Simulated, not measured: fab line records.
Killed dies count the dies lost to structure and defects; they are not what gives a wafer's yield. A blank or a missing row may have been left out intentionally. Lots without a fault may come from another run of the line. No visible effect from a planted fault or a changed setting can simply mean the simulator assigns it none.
Struck lot and sound lot, side by side ; flow ritCmos ; 12 out of 202 route steps
Sound: these wafers, L841.1, L841.5, L841.6. Wafers L837.2, L837.4, L837.5 were the ones struck. Last of all comes the cause.
At each step with rows: each side's tool, then ch and its chambers, then its first start. Under that, the readings that differ: sound wafers ; struck wafers ; difference of the means ; sigmas: that difference in standard deviations of wafers without a fault.
alike: readings whose means differ by less than 2 such deviations, and words and numbers that are the same on both sides. not compared: withheld readings, readings that some wafer has no value for, bounds like >300 that may hide the same value, and numbers for which the record gives no deviation and whose values overlap.
The two part at a step that has a row with sigmas, a row that says differs or no value, or rows on one side only. Numbers that have no deviation but don't overlap get no sigmas and don't part them. A reading missing from all wafers of one side parts the sides only when that side holds two or more wafers.

RIT_ACTIVE_BOW_MEAS_00:
  sound on filmMetro-03 at day 3 12:00; struck on filmMetro-03 at day 2 16:01
  alike: INCOMING_BOW
then, 1 step without rows for these wafers: RIT_ACTIVE_OXIDATION_01 (target thk 46.8 nm, ox time 3360 s).
RIT_ACTIVE_THK_MEAS_02:
  sound on filmMetro-03 at day 3 14:31; struck on filmMetro-03 at day 2 20:30
reading;sound;struck;difference;sigmas
ACTIVE_OXIDE_THK (nm);53.0 52.2 52.3;49.6 49.6 50.3;-2.7;-3
then, 1 step without rows for these wafers: RIT_ACTIVE_CVD_03 (deposits Si3N4 from SiH2Cl2/NH3, target thk 150 nm, time 1500 s).
RIT_ACTIVE_THK_MEAS_04:
  sound on filmMetro-03 at day 3 16:01; struck on filmMetro-04 at day 2 21:59
  alike: ACTIVE_NITRIDE_THK
then, 5 steps without rows for these wafers: RIT_ACTIVE_HMDS_05 (prime time 60 s); RIT_ACTIVE_COAT_06 (resist thk 1000 nm); RIT_ACTIVE_SOFTBAKE_07 (time 60 s); RIT_ACTIVE_EXPOSE_08 (exposes mask M1, target cd 1400 nm); RIT_ACTIVE_PEB_09.
RIT_ACTIVE_DEVELOP_10: develop time 50 s.
  struck on lithoTrack-03, day 2 22:00; sound on lithoTrack-04 ch 0, day 3 17:00
  no value came back on the struck wafers for chillPlateTempC (C), developTimeS (s), resistLineTempC (C); on the sound wafers chillPlateTempC (C) reads 23.10 23.13 23.04
RIT_ACTIVE_CD_MEAS_11 targets a cd of 1400 nm.
  sound on cdSem-02 at day 3 17:23; struck on cdSem-01 at day 2 23:01
reading;sound;struck;difference;sigmas
cdNm (nm);1402.0 1402.6 1402.3;- - -;no value on the struck wafers;

WHERE THEY PART
Last at RIT_ACTIVE_CD_MEAS_11 as far as this record goes, first at RIT_ACTIVE_THK_MEAS_02.

WHY: what had been put in by the simulator
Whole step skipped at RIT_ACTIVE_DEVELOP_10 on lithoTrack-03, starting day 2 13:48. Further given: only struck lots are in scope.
